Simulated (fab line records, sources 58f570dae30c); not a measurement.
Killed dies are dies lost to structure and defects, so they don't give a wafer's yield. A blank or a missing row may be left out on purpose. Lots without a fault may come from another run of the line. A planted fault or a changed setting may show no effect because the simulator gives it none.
A sampling plan put to the test | flow berkeley_cmos170 | one fab line, 13 faults that these records tell of, each judged on the records of the lots that it struck
The plan is the line's own looks: the steps of the route at which a gauge or an inspection reads the wafer and doesn't change it. A look can be judged if struck wafers have a number there and the file gives its usual mean and standard deviation on fault-free wafers. Caught: at a look after the fault's first step, the mean of the struck wafers lies 4 or more of those standard deviations (sigma) from the usual mean. On the tool: the same test on the tool's own readings at the fault's steps. Another recipe on the struck wafers, or a record that is blank for them alone, also counts as caught.

THE FAULTS, as the simulator had put them in
1. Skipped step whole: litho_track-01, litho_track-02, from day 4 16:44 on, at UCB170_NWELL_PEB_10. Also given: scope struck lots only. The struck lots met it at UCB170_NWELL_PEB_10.
2. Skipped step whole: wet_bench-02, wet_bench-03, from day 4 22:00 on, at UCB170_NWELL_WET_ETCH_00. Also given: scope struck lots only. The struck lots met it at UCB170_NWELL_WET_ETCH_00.
3. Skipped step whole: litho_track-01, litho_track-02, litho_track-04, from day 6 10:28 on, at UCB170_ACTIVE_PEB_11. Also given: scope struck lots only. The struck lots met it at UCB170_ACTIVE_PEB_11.
4. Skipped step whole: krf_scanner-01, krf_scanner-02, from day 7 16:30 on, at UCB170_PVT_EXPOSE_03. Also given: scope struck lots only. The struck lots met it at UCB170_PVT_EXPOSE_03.
5. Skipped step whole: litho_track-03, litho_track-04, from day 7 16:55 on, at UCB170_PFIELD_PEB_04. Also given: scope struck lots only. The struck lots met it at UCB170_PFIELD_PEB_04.
6. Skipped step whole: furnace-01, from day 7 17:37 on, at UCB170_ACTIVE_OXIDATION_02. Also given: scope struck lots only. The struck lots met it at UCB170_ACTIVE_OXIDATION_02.
7. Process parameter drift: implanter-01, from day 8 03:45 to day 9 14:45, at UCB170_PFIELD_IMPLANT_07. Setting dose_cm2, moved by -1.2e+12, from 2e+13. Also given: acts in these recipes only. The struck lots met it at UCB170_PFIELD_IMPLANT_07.
8. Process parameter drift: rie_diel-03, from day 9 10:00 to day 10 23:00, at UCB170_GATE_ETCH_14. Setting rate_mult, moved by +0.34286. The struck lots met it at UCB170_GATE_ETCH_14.
9. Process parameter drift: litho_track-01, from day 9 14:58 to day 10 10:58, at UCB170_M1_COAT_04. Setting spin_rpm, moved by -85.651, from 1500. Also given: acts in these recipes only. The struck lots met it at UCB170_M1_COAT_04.
10. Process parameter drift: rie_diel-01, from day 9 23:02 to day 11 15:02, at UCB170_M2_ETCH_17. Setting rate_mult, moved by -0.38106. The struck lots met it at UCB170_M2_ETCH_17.
11. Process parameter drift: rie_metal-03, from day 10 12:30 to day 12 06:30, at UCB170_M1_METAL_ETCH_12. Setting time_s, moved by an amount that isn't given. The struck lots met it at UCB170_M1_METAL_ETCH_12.
12. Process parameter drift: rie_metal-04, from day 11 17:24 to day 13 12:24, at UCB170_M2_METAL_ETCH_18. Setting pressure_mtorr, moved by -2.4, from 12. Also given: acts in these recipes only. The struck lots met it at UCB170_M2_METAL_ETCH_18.
13. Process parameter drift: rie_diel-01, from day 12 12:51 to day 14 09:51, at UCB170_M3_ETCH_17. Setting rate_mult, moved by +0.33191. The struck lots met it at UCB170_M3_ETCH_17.

WHAT THE PLAN SAW
fault | on the tool itself                               | first look that catches it                   | reading, sigma | median hours from its first step to that look | hours from the fault's start to the first struck lot there | judged looks passed uncaught
1     | the tool's record is blank for the struck wafers | no look after it can be judged               | -              | -                                             | -                                                          | 0
2     | the tool's record is blank for the struck wafers | no look after it can be judged               | -              | -                                             | -                                                          | 0
3     | the tool's record is blank for the struck wafers | no look after it can be judged               | -              | -                                             | -                                                          | 0
4     | no reading that can be judged                    | not the one look that can be judged after it | -              | -                                             | -                                                          | 1
5     | the tool's record is blank for the struck wafers | no look after it can be judged               | -              | -                                             | -                                                          | 0
6     | the tool's record is blank for the struck wafers | no look after it can be judged               | -              | -                                             | -                                                          | 0
7     | dose_ions_cm2 -59 sigma                          | no look after it can be judged               | -              | -                                             | -                                                          | 0
8     | oes_product_au +9.5 sigma                        | no look after it can be judged               | -              | -                                             | -                                                          | 0
9     | spin_speed_rpm -99 or beyond sigma               | no look after it can be judged               | -              | -                                             | -                                                          | 0
10    | oes_product_au -10 sigma                         | no look after it can be judged               | -              | -                                             | -                                                          | 0
11    | run_length_s -20 sigma                           | no look after it can be judged               | -              | -                                             | -                                                          | 0
12    | chamber_pressure_mTorr -99 or beyond sigma       | no look after it can be judged               | -              | -                                             | -                                                          | 0
13    | oes_product_au +10 sigma                         | no look after it can be judged               | -              | -                                             | -                                                          | 0
A dash: the fault isn't caught, or these records don't give the number.

Caught at a look: 0 of 13. Caught on the tool: 12 of 13. By one or the other: 12 of 13.
Caught on the tool alone: faults 1, 2, 3, 5, 6, 7, 8, 9, 10, 11, 12, 13.
Caught by neither: fault 4.
